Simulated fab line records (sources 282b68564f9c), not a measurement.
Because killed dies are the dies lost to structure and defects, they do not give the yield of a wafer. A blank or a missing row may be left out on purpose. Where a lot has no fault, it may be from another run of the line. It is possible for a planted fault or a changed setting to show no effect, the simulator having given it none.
What tool caused it? -- flow ritCmos -- 7 lots with 21 wafers sampled at 2 steps, on a route of 202 steps

== WHAT THE GAUGES READ, wafer by wafer ==
RIT_SDANNEAL_RS_MEAS_06: a four-point-probe measurement.
lot,measured,on,PLDD_RS (ohm/sq)
L608,day 3 14:34,filmMetro-03,179.6 179.2 179.0
L610,day 3 22:44,filmMetro-01,178.8 179.6 179.2
L613,day 4 18:01,filmMetro-04,179.0 179.0 179.0
L615,day 4 23:40,filmMetro-03,179.0 179.0 178.6
L618,day 5 13:23,filmMetro-01,178.9 179.1 179.2
L624,day 7 06:13,filmMetro-01,186.0 186.2 186.2
L627,day 7 20:03,filmMetro-03,178.0 178.4 178.3

== EACH LOT AND THE TOOL THAT RAN IT (in order: tool; ch and the chambers of the sampled wafers; start) ==
lot,RIT_PLDD_IMPLANT_08
L608,"implanter-04 ch 0, day 3 08:07"
L610,"implanter-03 ch 0, day 3 15:56"
L613,"implanter-02 ch 0, day 4 11:36"
L615,"implanter-04 ch 0, day 4 17:06"
L618,"implanter-04 ch 0, day 5 06:52"
L624,"implanter-02 ch 0, day 6 22:52"
L627,"implanter-04 ch 0, day 7 12:29"
- RIT_PLDD_IMPLANT_08

== THE ANSWER, worked out from the rows above alone ==
Rule: usual is defined by the lots themselves. The widest of any qualifying gaps counts: lots, ordered by their means at a reading, are off when they make up no more than a third of the lots, leave a main group of 4 or more, and stand apart from it by 3 or more times the standard deviation of that group's means. If all means in a main group match to the digits the tables above print for the reading, that group is not used. A lot without any number at a reading at which 4 lots or more have one is off too. Where the step has rows for the other lots, those lots are counted as sound.
Off: L624, at RIT_SDANNEAL_RS_MEAS_06 (PLDD_RS). The main group: mean 178.9 ohm/sq, standard deviation 0.34.
A tool fits if, at a process step before that reading, it ran every lot that is off, and no sound lot after the first of them. Gauges at RIT_SDANNEAL_RS_MEAS_06: tried the same way as those tools. 2 tools fit, implanter-02 at RIT_PLDD_IMPLANT_08 and filmMetro-01 at RIT_SDANNEAL_RS_MEAS_06, so this cannot tell which one it is.

== WHAT THE SIMULATOR PUT IN ==
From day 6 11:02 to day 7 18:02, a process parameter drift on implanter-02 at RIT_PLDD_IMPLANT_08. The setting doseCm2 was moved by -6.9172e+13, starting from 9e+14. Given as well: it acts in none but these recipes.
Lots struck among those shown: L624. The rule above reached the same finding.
